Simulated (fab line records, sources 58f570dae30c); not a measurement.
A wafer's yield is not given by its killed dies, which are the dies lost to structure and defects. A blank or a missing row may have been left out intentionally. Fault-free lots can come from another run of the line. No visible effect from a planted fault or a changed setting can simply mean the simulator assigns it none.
fab line records + flow berkeleyCmos170
record:
- lots: 15
- wafers: 45
- lastDay: 11
route steps=331 shown NWELL@19 ACTIVE@75 PFIELD@85
lots with no fault: from the same line, run without faults
startH: hours from the record's opening day to when the first of the lot's shown wafers began + waitH: hours elapsed since this lot's preceding step + " repeats the value in the row above + L1.1+2: one row covering several wafers at once + - no value, or no start given + * or withheld: withheld + < > ~ a bound
route shown NAME@n: a module of which the file shows steps, and the number in the route of the first + usual: mean and standard deviation over wafers with no fault + same: alike in all rows + chamber/n: place in a boat + sites: each site's reading + _std_site: how widely they spread, as a standard deviation + _edge_site: the outer-site mean with the inner-site mean subtracted + radiusMm: how far each site lies from the wafer's centre + mask NAME#n: copy n + behind: the last tool/chamber to shape the wafer + hold: what put the lot on hold/how long, in hours/how the hold closed + device: which transistor (n, p or np) failed to switch + end of line: at the end of the route, the tests of the same wafers + a step with no rows: only its recipe + killed: dies that structure and defects cost at the first sort, which is not the same as the wafer's yield + map: per-die view of a wafer (x killed, . not killed, _ where there is no die)
set.NAME: the setting as run; set.NAME@STEP: as run at that earlier step + model.NAME: the simulator's own value behind a step, which no gauge read
a sample of lots followed through the steps of the route, with each step as a table and each wafer as a row
services: when a tool's chamber went out of use (startH, in hours from the record's first day, below 0 if earlier), for how many hours, and the reason
== steps ==
step: UCB170_NWELL_THK_MEAS_05
recipe:
- reads: Si3N4_of_NWELL_CVD_04
usual:
- NWELL_NITRIDE_THK: 224.9/2.3
| lot.wafer | tool         | chamber | startH | waitH | NWELL_NITRIDE_THK[nm] |
|-----------|--------------|---------|--------|-------|-----------------------|
| L797.2    | filmMetro-04 | -       | 30.24  | 0.0   | 227.1                 |
| L797.4    | "            | -       | "      | "     | 228.7                 |
| L797.6    | "            | -       | "      | "     | 228.0                 |
| L798.1    | filmMetro-04 | -       | 36.15  | 0.0   | 221.8                 |
| L798.4    | "            | -       | "      | "     | 219.9                 |
| L798.5    | "            | -       | "      | "     | 219.5                 |
| L799.3    | filmMetro-01 | -       | 40.64  | 0.0   | 226.2                 |
| L799.4    | "            | -       | "      | "     | 223.3                 |
| L799.5    | "            | -       | "      | "     | 225.4                 |
| L800.3    | filmMetro-04 | -       | 48.26  | 0.0   | 225.5                 |
| L800.4    | "            | -       | "      | "     | 227.4                 |
| L800.5    | "            | -       | "      | "     | 222.8                 |
| L801.2    | filmMetro-01 | -       | 53.76  | 0.0   | 226.3                 |
| L801.4    | "            | -       | "      | "     | 225.7                 |
| L801.5    | "            | -       | "      | "     | 226.2                 |
| L802.1    | filmMetro-04 | -       | 59.71  | 0.0   | 223.4                 |
| L802.2    | "            | -       | "      | "     | 222.1                 |
| L802.4    | "            | -       | "      | "     | 224.3                 |
| L803.2    | filmMetro-03 | -       | 59.72  | 0.0   | 225.4                 |
| L803.4    | "            | -       | "      | "     | 223.3                 |
| L803.6    | "            | -       | "      | "     | 224.6                 |
| L804.2    | filmMetro-04 | -       | 65.17  | 0.0   | 226.5                 |
| L804.4    | "            | -       | "      | "     | 224.5                 |
| L804.5    | "            | -       | "      | "     | 227.3                 |
| L809.3    | filmMetro-03 | -       | 88.30  | 0.0   | 223.9                 |
| L809.5    | "            | -       | "      | "     | 224.0                 |
| L809.6    | "            | -       | "      | "     | 223.9                 |
| L810.1    | filmMetro-01 | -       | 99.23  | 0.0   | 224.2                 |
| L810.5    | "            | -       | "      | "     | 225.1                 |
| L810.6    | "            | -       | "      | "     | 224.9                 |
| L816.1    | filmMetro-04 | -       | 122.99 | 0.0   | 228.9                 |
| L816.4    | "            | -       | "      | "     | 228.8                 |
| L816.5    | "            | -       | "      | "     | 230.6                 |
| L817.2    | filmMetro-04 | -       | 128.18 | 0.0   | 220.6                 |
| L817.4    | "            | -       | "      | "     | 222.3                 |
| L817.5    | "            | -       | "      | "     | 221.7                 |
| L818.2    | filmMetro-03 | -       | 131.90 | 0.0   | 224.1                 |
| L818.4    | "            | -       | "      | "     | 223.8                 |
| L818.6    | "            | -       | "      | "     | 221.7                 |
| L819.3    | filmMetro-04 | -       | 136.46 | 0.0   | 226.5                 |
| L819.4    | "            | -       | "      | "     | 226.3                 |
| L819.6    | "            | -       | "      | "     | 225.0                 |
| L820.1    | filmMetro-03 | -       | 140.79 | 0.0   | 220.5                 |
| L820.2    | "            | -       | "      | "     | 222.2                 |
| L820.5    | "            | -       | "      | "     | 220.8                 |
step: UCB170_NWELL_STRIP_15
recipe:
- chemistry: O2
- powerW: 400
- pressureMtorr: 3500
- platenTempC: withheld
- o2FlowSccm: 400
- overashFraction: 0.5
usual:
- drypumpMotorCurrentA: 5.4/0.54
- oesProductAu: 0.721/0.005
- stripTimeToEndpointS: 17.99/0.076
| lot.wafer | tool           | chamber | startH | waitH | drypumpMotorCurrentA | oesProductAu | rfHoursCounterH | stripTimeToEndpointS |
|-----------|----------------|---------|--------|-------|----------------------|--------------|-----------------|----------------------|
| L797.2    | plasmaAsher-01 | 1       | 31.55  | 0.1   | 4.8                  | 0.725        | 31              | 18.11                |
| L797.4    | "              | 1       | "      | "     | 4.8                  | 0.726        | -               | 17.97                |
| L797.6    | "              | 1       | "      | "     | 4.8                  | 0.724        | -               | 18.00                |
| L798.1    | plasmaAsher-01 | 1       | 38.07  | 0.1   | 4.8                  | 0.722        | 32              | 17.96                |
| L798.4    | "              | 1       | "      | "     | 4.8                  | 0.718        | -               | 18.07                |
| L798.5    | "              | 0       | "      | "     | 5.5                  | 0.719        | -               | 17.94                |
| L799.3    | plasmaAsher-02 | 1       | 42.19  | 0.1   | 4.9                  | 0.727        | -               | 17.89                |
| L799.4    | "              | 0       | "      | "     | 6.4                  | 0.723        | -               | 17.88                |
| L799.5    | "              | 0       | "      | "     | 6.4                  | 0.718        | -               | 17.93                |
| L800.3    | plasmaAsher-01 | 0       | 49.59  | 0.1   | 5.5                  | 0.725        | -               | 17.97                |
| L800.4    | "              | 1       | "      | "     | 4.8                  | 0.730        | -               | 18.01                |
| L800.5    | "              | 0       | "      | "     | 5.5                  | 0.717        | -               | 18.11                |
| L801.2    | plasmaAsher-01 | 1       | 55.33  | 0.1   | 4.8                  | 0.714        | 34              | 18.01                |
| L801.4    | "              | 1       | "      | "     | 4.9                  | 0.715        | -               | 17.97                |
| L801.5    | "              | 1       | "      | "     | 4.9                  | 0.720        | -               | 18.02                |
| L802.1    | plasmaAsher-01 | 0       | 61.23  | 0.1   | 5.5                  | 0.723        | 35              | 18.01                |
| L802.2    | "              | 1       | "      | "     | 4.8                  | 0.714        | 35              | 18.05                |
| L802.4    | "              | 1       | "      | "     | 4.8                  | 0.716        | -               | 18.05                |
| L803.2    | plasmaAsher-04 | 0       | 61.61  | 0.1   | 5.3                  | 0.727        | 33              | 17.95                |
| L803.4    | "              | 1       | "      | "     | 5.7                  | 0.718        | -               | 17.85                |
| L803.6    | "              | 1       | "      | "     | 5.7                  | 0.724        | -               | 17.90                |
| L804.2    | plasmaAsher-01 | 1       | 66.47  | 0.1   | 4.8                  | 0.719        | 35              | 17.91                |
| L804.4    | "              | 1       | "      | "     | 4.8                  | 0.726        | -               | 17.92                |
| L804.5    | "              | 0       | "      | "     | 5.5                  | 0.717        | -               | 17.93                |
| L809.3    | plasmaAsher-01 | 0       | 90.28  | 0.1   | 5.5                  | 0.710        | -               | 17.98                |
| L809.5    | "              | 0       | "      | "     | 5.5                  | 0.712        | -               | 17.93                |
| L809.6    | "              | 1       | "      | "     | 4.8                  | 0.721        | -               | 17.99                |
| L810.1    | plasmaAsher-02 | 0       | 101.31 | 0.1   | 6.4                  | 0.715        | 42              | 17.94                |
| L810.5    | "              | 1       | "      | "     | 5.0                  | 0.719        | -               | 17.95                |
| L810.6    | "              | 0       | "      | "     | 6.4                  | 0.715        | -               | 17.99                |
| L816.1    | plasmaAsher-04 | 1       | 125.54 | 0.1   | 5.7                  | 0.717        | 1               | 17.90                |
| L816.4    | "              | 1       | "      | "     | 5.7                  | 0.720        | -               | 17.91                |
| L816.5    | "              | 1       | "      | "     | 5.7                  | 0.723        | -               | 17.90                |
| L817.2    | plasmaAsher-01 | 0       | 129.36 | 0.1   | 5.5                  | 0.716        | 38              | 17.92                |
| L817.4    | "              | 1       | "      | "     | 4.8                  | 0.730        | -               | 17.95                |
| L817.5    | "              | 1       | "      | "     | 4.8                  | 0.725        | -               | 17.95                |
| L818.2    | plasmaAsher-04 | 1       | 133.34 | 0.1   | 5.7                  | 0.722        | 2               | 17.90                |
| L818.4    | "              | 1       | "      | "     | 5.7                  | 0.724        | -               | 17.94                |
| L818.6    | "              | 1       | "      | "     | 5.7                  | 0.735        | -               | 17.90                |
| L819.3    | plasmaAsher-02 | 1       | 137.88 | 0.1   | 4.9                  | 0.722        | -               | 17.98                |
| L819.4    | "              | 0       | "      | "     | 6.4                  | 0.716        | -               | 18.09                |
| L819.6    | "              | 1       | "      | "     | 5.0                  | 0.722        | -               | 18.13                |
| L820.1    | plasmaAsher-02 | 0       | 142.26 | 0.1   | 6.4                  | 0.719        | 49              | 18.19                |
| L820.2    | "              | 1       | "      | "     | 4.9                  | 0.724        | 49              | 18.16                |
| L820.5    | "              | 0       | "      | "     | 6.4                  | 0.719        | -               | 18.12                |
step: UCB170_ACTIVE_ETCH_15
recipe:
- chemistry: CH3F/Ar/O2
- target: Si3N4
- stopOn: SiO2
- CH3F_flow_sccm: 20
- Ar_flow_sccm: 50
- O2_flow_sccm: 7
- pressureMtorr: 50
- rfW: 450
- targetDepthA: 2420
- overEtchFrac: 0.1
- timeS: 151
usual:
- CH3F_flow_sccm: 20.00/0.06
- O2_flow_sccm: 6.996/0.02
- drypumpMotorCurrentA: 5.6/0.4
- oesProductAu: 0.943/0.016
- throttleValvePct: 8.10/0.11
| lot.wafer | tool       | chamber | startH | waitH | CH3F_flow_sccm | O2_flow_sccm | drypumpMotorCurrentA | oesProductAu | rfHoursCounterH | throttleValvePct |
|-----------|------------|---------|--------|-------|----------------|--------------|----------------------|--------------|-----------------|------------------|
| L797.2    | rieDiel-01 | 1       | 72.98  | 0.0   | 20.03          | 7.004        | 5.8                  | 0.960        | 3               | 8.02             |
| L797.4    | "          | 3       | "      | "     | 20.06          | 6.971        | 5.9                  | 0.951        | 37              | 8.03             |
| L797.6    | "          | 2       | "      | "     | 19.87          | 7.014        | 5.3                  | 0.931        | -               | 8.10             |
| L798.1    | rieDiel-03 | 0       | 83.37  | 0.0   | 20.10          | 7.023        | 6.0                  | 0.953        | 109             | 8.14             |
| L798.4    | "          | 3       | "      | "     | 19.98          | 7.022        | 5.5                  | 0.951        | 38              | 8.10             |
| L798.5    | "          | 2       | "      | "     | 19.97          | 6.998        | 6.5                  | 0.961        | -               | 8.32             |
| L800.3    | rieDiel-03 | 2       | 94.05  | 0.0   | 19.88          | 6.993        | 6.6                  | 0.949        | 28              | 8.30             |
| L800.4    | "          | 3       | "      | "     | 20.05          | 7.022        | 5.5                  | 0.935        | 39              | 8.12             |
| L800.5    | "          | 1       | "      | "     | 20.11          | 6.947        | 5.6                  | 0.899        | -               | 8.08             |
| L799.3    | rieDiel-04 | 3       | 94.32  | 0.0   | 19.99          | 6.978        | 5.2                  | 0.961        | 28              | 8.00             |
| L799.4    | "          | 1       | "      | "     | 20.06          | 6.985        | 5.1                  | 0.938        | 166             | 8.28             |
| L799.5    | "          | 2       | "      | "     | 19.90          | 6.968        | 5.7                  | 0.933        | -               | 8.17             |
| L802.1    | rieDiel-01 | 1       | 100.40 | 0.0   | 19.96          | 6.976        | 5.8                  | 0.959        | 4               | 8.04             |
| L802.2    | "          | 0       | "      | "     | 20.03          | 7.002        | 5.6                  | 0.936        | 121             | 7.85             |
| L802.4    | "          | 2       | "      | "     | 19.99          | 7.019        | 5.3                  | 0.940        | 12              | 8.13             |
| L801.2    | rieDiel-04 | 0       | 100.57 | 0.0   | 19.97          | 7.041        | 5.1                  | 0.941        | 56              | 8.12             |
| L801.4    | "          | 1       | "      | "     | 19.94          | 6.987        | 5.1                  | 0.916        | 167             | 8.28             |
| L801.5    | "          | 3       | "      | "     | 20.00          | 7.020        | 5.2                  | 0.942        | -               | 8.01             |
| L803.2    | rieDiel-03 | 3       | 101.07 | 0.0   | 20.10          | 6.957        | 5.6                  | 0.943        | 39              | 8.11             |
| L803.4    | "          | 1       | "      | "     | 20.07          | 6.995        | 5.6                  | 0.917        | 125             | 8.07             |
| L803.6    | "          | 0       | "      | "     | 20.03          | 6.965        | 6.1                  | 0.935        | -               | 8.15             |
| L804.2    | rieDiel-04 | 0       | 109.77 | 0.0   | 19.94          | 6.999        | 5.0                  | 0.945        | 56              | 8.11             |
| L804.4    | "          | 0       | "      | "     | 19.89          | 7.025        | 5.0                  | 0.937        | -               | 8.12             |
| L804.5    | "          | 3       | "      | "     | 19.95          | 6.986        | 5.2                  | 0.947        | -               | 8.01             |
| L809.3    | rieDiel-03 | 1       | 127.71 | 0.0   | 19.99          | 7.015        | 5.6                  | 0.912        | 126             | 8.06             |
| L809.5    | "          | 3       | "      | "     | 19.93          | 7.008        | 5.6                  | 0.936        | -               | 8.11             |
| L809.6    | "          | 0       | "      | "     | 20.00          | 7.025        | 6.0                  | 0.936        | -               | 8.17             |
| L810.1    | rieDiel-03 | 3       | 145.66 | 0.0   | 19.91          | 7.032        | 5.5                  | 0.942        | 41              | 8.12             |
| L810.5    | "          | 2       | "      | "     | 20.06          | 6.987        | 6.6                  | 0.951        | -               | 8.32             |
| L810.6    | "          | 1       | "      | "     | 19.99          | 6.961        | 5.6                  | 0.905        | -               | 8.08             |
| L816.1    | rieDiel-01 | 1       | 174.95 | 0.0   | -              | -            | -                    | -            | -               | -                |
| L816.4    | "          | 2       | "      | "     | -              | -            | -                    | -            | -               | -                |
| L816.5    | "          | 0       | "      | "     | -              | -            | -                    | -            | -               | -                |
| L817.2    | rieDiel-04 | 2       | 174.98 | 0.0   | -              | -            | -                    | -            | -               | -                |
| L817.4    | "          | 3       | "      | "     | -              | -            | -                    | -            | -               | -                |
| L817.5    | "          | 3       | "      | "     | -              | -            | -                    | -            | -               | -                |
| L818.2    | rieDiel-04 | 2       | 180.08 | 0.0   | -              | -            | -                    | -            | -               | -                |
| L818.4    | "          | 1       | "      | "     | -              | -            | -                    | -            | -               | -                |
| L818.6    | "          | 0       | "      | "     | -              | -            | -                    | -            | -               | -                |
| L820.1    | rieDiel-01 | 2       | 184.14 | 0.0   | 19.96          | 6.987        | 5.3                  | 0.945        | 16              | 8.12             |
| L820.2    | "          | 3       | "      | "     | 19.97          | 7.008        | 5.9                  | 0.954        | 42              | 8.00             |
| L820.5    | "          | 0       | "      | "     | 20.07          | 6.992        | 5.6                  | 0.924        | -               | 7.88             |
| L819.3    | rieDiel-04 | 0       | 184.28 | 0.0   | 19.92          | 7.029        | 5.1                  | 0.961        | 60              | 8.12             |
| L819.4    | "          | 2       | "      | "     | 19.96          | 6.991        | 5.7                  | 0.931        | 117             | 8.18             |
| L819.6    | "          | 1       | "      | "     | 19.96          | 6.978        | 5.1                  | 0.962        | -               | 8.29             |
step: UCB170_ACTIVE_STRIP_16
recipe:
- chemistry: O2
- powerW: 400
- pressureMtorr: 3500
- platenTempC: withheld
- o2FlowSccm: 400
- overashFraction: 0.5
usual:
- drypumpMotorCurrentA: 5.5/0.45
- oesProductAu: 0.721/0.0048
- stripTimeToEndpointS: 18.04/0.072
| lot.wafer | tool           | chamber | startH | waitH | drypumpMotorCurrentA | oesProductAu | rfHoursCounterH | stripTimeToEndpointS |
|-----------|----------------|---------|--------|-------|----------------------|--------------|-----------------|----------------------|
| L797.2    | plasmaAsher-04 | 1       | 73.08  | 0.1   | 5.7                  | 0.719        | 34              | 18.07                |
| L797.4    | "              | 0       | "      | "     | 5.3                  | 0.723        | -               | 18.09                |
| L797.6    | "              | 0       | "      | "     | 5.3                  | 0.722        | -               | 18.06                |
| L798.1    | plasmaAsher-03 | 1       | 83.47  | 0.1   | 5.2                  | 0.724        | 28              | 18.03                |
| L798.4    | "              | 0       | "      | "     | 6.3                  | 0.723        | -               | 18.02                |
| L798.5    | "              | 0       | "      | "     | 6.3                  | 0.712        | -               | 18.03                |
| L800.3    | plasmaAsher-01 | 1       | 94.18  | 0.1   | 4.8                  | 0.722        | -               | 17.92                |
| L800.4    | "              | 0       | "      | "     | 5.5                  | 0.719        | -               | 18.03                |
| L800.5    | "              | 0       | "      | "     | 5.5                  | 0.726        | -               | 17.96                |
| L799.3    | plasmaAsher-03 | 0       | 94.46  | 0.1   | 6.3                  | 0.721        | -               | 18.03                |
| L799.4    | "              | 1       | "      | "     | 5.2                  | 0.728        | -               | 17.95                |
| L799.5    | "              | 0       | "      | "     | 6.3                  | 0.721        | -               | 18.09                |
| L802.1    | plasmaAsher-03 | 1       | 100.50 | 0.1   | 5.2                  | 0.728        | 30              | 18.22                |
| L802.2    | "              | 0       | "      | "     | 6.3                  | 0.718        | 30              | 18.04                |
| L802.4    | "              | 0       | "      | "     | 6.2                  | 0.714        | -               | 18.09                |
| L801.2    | plasmaAsher-04 | 0       | 100.67 | 0.1   | 5.3                  | 0.728        | 37              | 18.14                |
| L801.4    | "              | 1       | "      | "     | 5.7                  | 0.720        | -               | 18.05                |
| L801.5    | "              | 1       | "      | "     | 5.7                  | 0.718        | -               | 18.12                |
| L803.2    | plasmaAsher-03 | 0       | 101.17 | 0.1   | 6.3                  | 0.717        | 30              | 18.08                |
| L803.4    | "              | 1       | "      | "     | 5.2                  | 0.720        | -               | 18.04                |
| L803.6    | "              | 1       | "      | "     | 5.2                  | 0.721        | -               | 18.13                |
| L804.2    | plasmaAsher-03 | 1       | 109.87 | 0.1   | 5.2                  | 0.711        | 32              | 18.02                |
| L804.4    | "              | 0       | "      | "     | 6.3                  | 0.726        | -               | 18.06                |
| L804.5    | "              | 1       | "      | "     | 5.2                  | 0.718        | -               | 18.04                |
| L809.3    | plasmaAsher-04 | 0       | 127.84 | 0.1   | 5.3                  | 0.724        | -               | 17.97                |
| L809.5    | "              | 1       | "      | "     | 5.7                  | 0.722        | -               | 17.83                |
| L809.6    | "              | 0       | "      | "     | 5.3                  | 0.722        | -               | 17.85                |
| L810.1    | plasmaAsher-03 | 0       | 145.76 | 0.1   | 6.3                  | 0.723        | 37              | 17.95                |
| L810.5    | "              | 1       | "      | "     | 5.2                  | 0.721        | -               | 18.04                |
| L810.6    | "              | 0       | "      | "     | 6.3                  | 0.728        | -               | 18.02                |
| L816.1    | plasmaAsher-01 | 1       | 175.05 | 0.1   | 4.8                  | 0.734        | 43              | 21.54                |
| L816.4    | "              | 0       | "      | "     | 5.5                  | 0.733        | -               | 21.56                |
| L816.5    | "              | 1       | "      | "     | 4.8                  | 0.731        | -               | 21.57                |
| L817.2    | plasmaAsher-04 | 1       | 175.09 | 0.1   | 5.7                  | 0.731        | 8               | 21.51                |
| L817.4    | "              | 0       | "      | "     | 5.3                  | 0.732        | -               | 21.49                |
| L817.5    | "              | 1       | "      | "     | 5.7                  | 0.748        | -               | 21.55                |
| L818.2    | plasmaAsher-01 | 0       | 180.18 | 0.1   | 5.5                  | 0.737        | 44              | 21.53                |
| L818.4    | "              | 0       | "      | "     | 5.5                  | 0.733        | -               | 21.54                |
| L818.6    | "              | 1       | "      | "     | 4.8                  | 0.741        | -               | 21.56                |
| L820.1    | plasmaAsher-04 | 0       | 184.24 | 0.1   | 5.3                  | 0.717        | 9               | 17.94                |
| L820.2    | "              | 1       | "      | "     | 5.7                  | 0.721        | 9               | 18.01                |
| L820.5    | "              | 1       | "      | "     | 5.7                  | 0.729        | -               | 17.95                |
| L819.3    | plasmaAsher-03 | 1       | 184.42 | 0.1   | 5.2                  | 0.720        | -               | 18.09                |
| L819.4    | "              | 0       | "      | "     | 6.3                  | 0.724        | -               | 18.04                |
| L819.6    | "              | 1       | "      | "     | 5.2                  | 0.721        | -               | 18.06                |
step: UCB170_ACTIVE_CD_MEAS_90
recipe:
- targetCdNm: 1200
usual:
- cdNm: 1199.8/1.4
| lot.wafer | tool     | chamber | startH | waitH | cdNm   |
|-----------|----------|---------|--------|-------|--------|
| L797.2    | cdSem-01 | -       | 73.20  | 0.1   | 1198.9 |
| L797.4    | "        | -       | "      | "     | 1199.6 |
| L797.6    | "        | -       | "      | "     | 1198.8 |
| L798.1    | cdSem-02 | -       | 83.57  | 0.1   | 1197.5 |
| L798.4    | "        | -       | "      | "     | 1197.5 |
| L798.5    | "        | -       | "      | "     | 1198.4 |
| L800.3    | cdSem-02 | -       | 94.33  | 0.1   | 1199.0 |
| L800.4    | "        | -       | "      | "     | 1199.4 |
| L800.5    | "        | -       | "      | "     | 1199.1 |
| L799.3    | cdSem-01 | -       | 94.56  | 0.1   | 1197.8 |
| L799.4    | "        | -       | "      | "     | 1197.5 |
| L799.5    | "        | -       | "      | "     | 1200.3 |
| L802.1    | cdSem-01 | -       | 100.60 | 0.1   | 1200.7 |
| L802.2    | "        | -       | "      | "     | 1200.7 |
| L802.4    | "        | -       | "      | "     | 1199.0 |
| L801.2    | cdSem-02 | -       | 100.79 | 0.1   | 1199.1 |
| L801.4    | "        | -       | "      | "     | 1199.6 |
| L801.5    | "        | -       | "      | "     | 1198.0 |
| L803.2    | cdSem-02 | -       | 101.29 | 0.1   | 1201.4 |
| L803.4    | "        | -       | "      | "     | 1200.2 |
| L803.6    | "        | -       | "      | "     | 1201.1 |
| L804.2    | cdSem-01 | -       | 109.99 | 0.1   | 1200.4 |
| L804.4    | "        | -       | "      | "     | 1199.9 |
| L804.5    | "        | -       | "      | "     | 1199.7 |
| L809.3    | cdSem-01 | -       | 127.99 | 0.1   | 1200.0 |
| L809.5    | "        | -       | "      | "     | 1200.5 |
| L809.6    | "        | -       | "      | "     | 1201.0 |
| L810.1    | cdSem-01 | -       | 145.86 | 0.1   | 1198.2 |
| L810.5    | "        | -       | "      | "     | 1197.8 |
| L810.6    | "        | -       | "      | "     | 1197.9 |
| L816.1    | cdSem-01 | -       | 175.15 | 0.1   | -      |
| L816.4    | "        | -       | "      | "     | -      |
| L816.5    | "        | -       | "      | "     | -      |
| L817.2    | cdSem-02 | -       | 175.21 | 0.1   | -      |
| L817.4    | "        | -       | "      | "     | -      |
| L817.5    | "        | -       | "      | "     | -      |
| L818.2    | cdSem-01 | -       | 180.34 | 0.1   | -      |
| L818.4    | "        | -       | "      | "     | -      |
| L818.6    | "        | -       | "      | "     | -      |
| L820.1    | cdSem-02 | -       | 184.34 | 0.1   | 1198.9 |
| L820.2    | "        | -       | "      | "     | 1200.7 |
| L820.5    | "        | -       | "      | "     | 1200.1 |
| L819.3    | cdSem-02 | -       | 184.53 | 0.1   | 1200.7 |
| L819.4    | "        | -       | "      | "     | 1200.7 |
| L819.6    | "        | -       | "      | "     | 1201.0 |
step: UCB170_PFIELD_OVL_MEAS_06
usual:
- PFIELD_OVL: 0/5.4
| lot.wafer | tool       | chamber | startH | waitH | PFIELD_OVL[nm] |
|-----------|------------|---------|--------|-------|----------------|
| L797.2    | overlay-01 | -       | 74.93  | -     | 13             |
| L797.4    | "          | -       | "      | "     | 10             |
| L797.6    | "          | -       | "      | "     | 18             |
| L798.1    | overlay-02 | -       | 85.37  | -     | -4             |
| L798.4    | "          | -       | "      | "     | -1             |
| L798.5    | "          | -       | "      | "     | -1             |
| L800.3    | overlay-02 | -       | 96.68  | -     | 10             |
| L800.4    | "          | -       | "      | "     | 2              |
| L800.5    | "          | -       | "      | "     | 6              |
| L799.3    | overlay-02 | -       | 96.96  | -     | -4             |
| L799.4    | "          | -       | "      | "     | 3              |
| L799.5    | "          | -       | "      | "     | 1              |
| L802.1    | overlay-02 | -       | 102.59 | -     | 0              |
| L802.2    | "          | -       | "      | "     | -8             |
| L802.4    | "          | -       | "      | "     | -11            |
| L801.2    | overlay-02 | -       | 102.86 | -     | -4             |
| L801.4    | "          | -       | "      | "     | 3              |
| L801.5    | "          | -       | "      | "     | -4             |
| L803.2    | overlay-01 | -       | 102.87 | -     | -1             |
| L803.4    | "          | -       | "      | "     | 2              |
| L803.6    | "          | -       | "      | "     | 3              |
| L804.2    | overlay-02 | -       | 112.32 | -     | -4             |
| L804.4    | "          | -       | "      | "     | 4              |
| L804.5    | "          | -       | "      | "     | 3              |
| L809.3    | overlay-01 | -       | 131.44 | -     | 5              |
| L809.5    | "          | -       | "      | "     | 11             |
| L809.6    | "          | -       | "      | "     | -1             |
| L810.1    | overlay-01 | -       | 148.31 | -     | 7              |
| L810.5    | "          | -       | "      | "     | -2             |
| L810.6    | "          | -       | "      | "     | 3              |
| L820.1    | overlay-02 | -       | 185.55 | -     | 1              |
| L820.2    | "          | -       | "      | "     | -1             |
| L820.5    | "          | -       | "      | "     | 10             |
| L819.3    | overlay-02 | -       | 185.80 | -     | 1              |
| L819.4    | "          | -       | "      | "     | -6             |
| L819.6    | "          | -       | "      | "     | -9             |
== services ==
| tool           | chamber | startH | hours | kind          |
|----------------|---------|--------|-------|---------------|
| rieDiel-01     | -       | 21.20  | 2.8   | pm            |
| plasmaAsher-01 | -       | 26.30  | 0.8   | repair        |
| plasmaAsher-02 | -       | 30.15  | 1.5   | repair        |
| rieDiel-03     | -       | 39.87  | 1.6   | repair        |
| rieDiel-04     | -       | 62.61  | 2.8   | pm            |
| rieDiel-01     | 0       | 66.31  | 2.6   | repair        |
| plasmaAsher-01 | -       | 100.47 | 28.1  | pm            |
| rieDiel-04     | 1       | 101.14 | -     | clean         |
| rieDiel-04     | 1       | 101.14 | 20.2  | scheduledDown |
| plasmaAsher-04 | -       | 106.81 | 3.8   | repair        |
| plasmaAsher-04 | -       | 110.62 | 9.0   | pm            |
| plasmaAsher-04 | 0       | 110.62 | 9.0   | ventCycle     |
| plasmaAsher-04 | 1       | 110.62 | 9.0   | ventCycle     |
| rieDiel-04     | 0       | 118.22 | 2.3   | repair        |
| plasmaAsher-04 | 0       | 119.62 | -     | clean         |
| plasmaAsher-04 | 1       | 119.62 | -     | clean         |
| rieDiel-03     | 2       | 125.00 | 7.5   | repair        |
| rieDiel-01     | -       | 139.84 | 1.0   | repair        |
| plasmaAsher-01 | -       | 146.76 | 3.8   | repair        |
| plasmaAsher-03 | -       | 149.72 | 6.0   | repair        |
| plasmaAsher-01 | -       | 164.80 | 3.3   | repair        |
| plasmaAsher-02 | -       | 167.53 | 0.4   | repair        |
| rieDiel-03     | 3       | 169.67 | 10.1  | repair        |
| rieDiel-03     | 3       | 180.94 | 9.5   | repair        |
== key ==
firstSign:
- step: UCB170_ACTIVE_ETCH_15
- reading: toolRecord
- direction: missing
effect:
- step: UCB170_ACTIVE_STRIP_16
- reading: stripTimeToEndpointS
- direction: up
- sigmas: 49
- usual: *
- struck: *
effect:
- step: UCB170_ACTIVE_CD_MEAS_90
- reading: cdNm
- direction: missing
metAt UCB170_ACTIVE_ETCH_15
struckLots L816,L817,L818
laterRowsLeftOut L816.1,L816.4,L816.5,L817.2,L817.4,L817.5,L818.2,L818.4,L818.6
sortLeftOut L816.1,L816.4,L816.5,L817.2,L817.4,L817.5,L818.2,L818.4,L818.6
testerLeftOut L816,L817,L818
notActingAt UCB170_NWELL_THK_MEAS_05,UCB170_NWELL_STRIP_15,UCB170_PFIELD_OVL_MEAS_06
onsetBetween 109.77 174.95
fault:
- kind: skippedStepWhole
- tool: rieDiel-01,rieDiel-04
- chamber: -
- onsetH: 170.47
- steps: UCB170_ACTIVE_ETCH_15
- scope: struckLotsOnly
testerLeftOut: of these lots the tester's yield and bins aren't shown, on N5 and GAA mostly nor the transistor test; their killed dies are dies lost to structure and defects alone, not to doping, threshold or leakage, so they don't give the yield
sortLeftOut: the simulated sort isn't trusted on such a fault, so these wafers' sort isn't shown, and their yield isn't known
laterRowsLeftOut: the simulator's readings of these wafers behind a module that went badly wrong aren't trusted and aren't shown, but for the sort
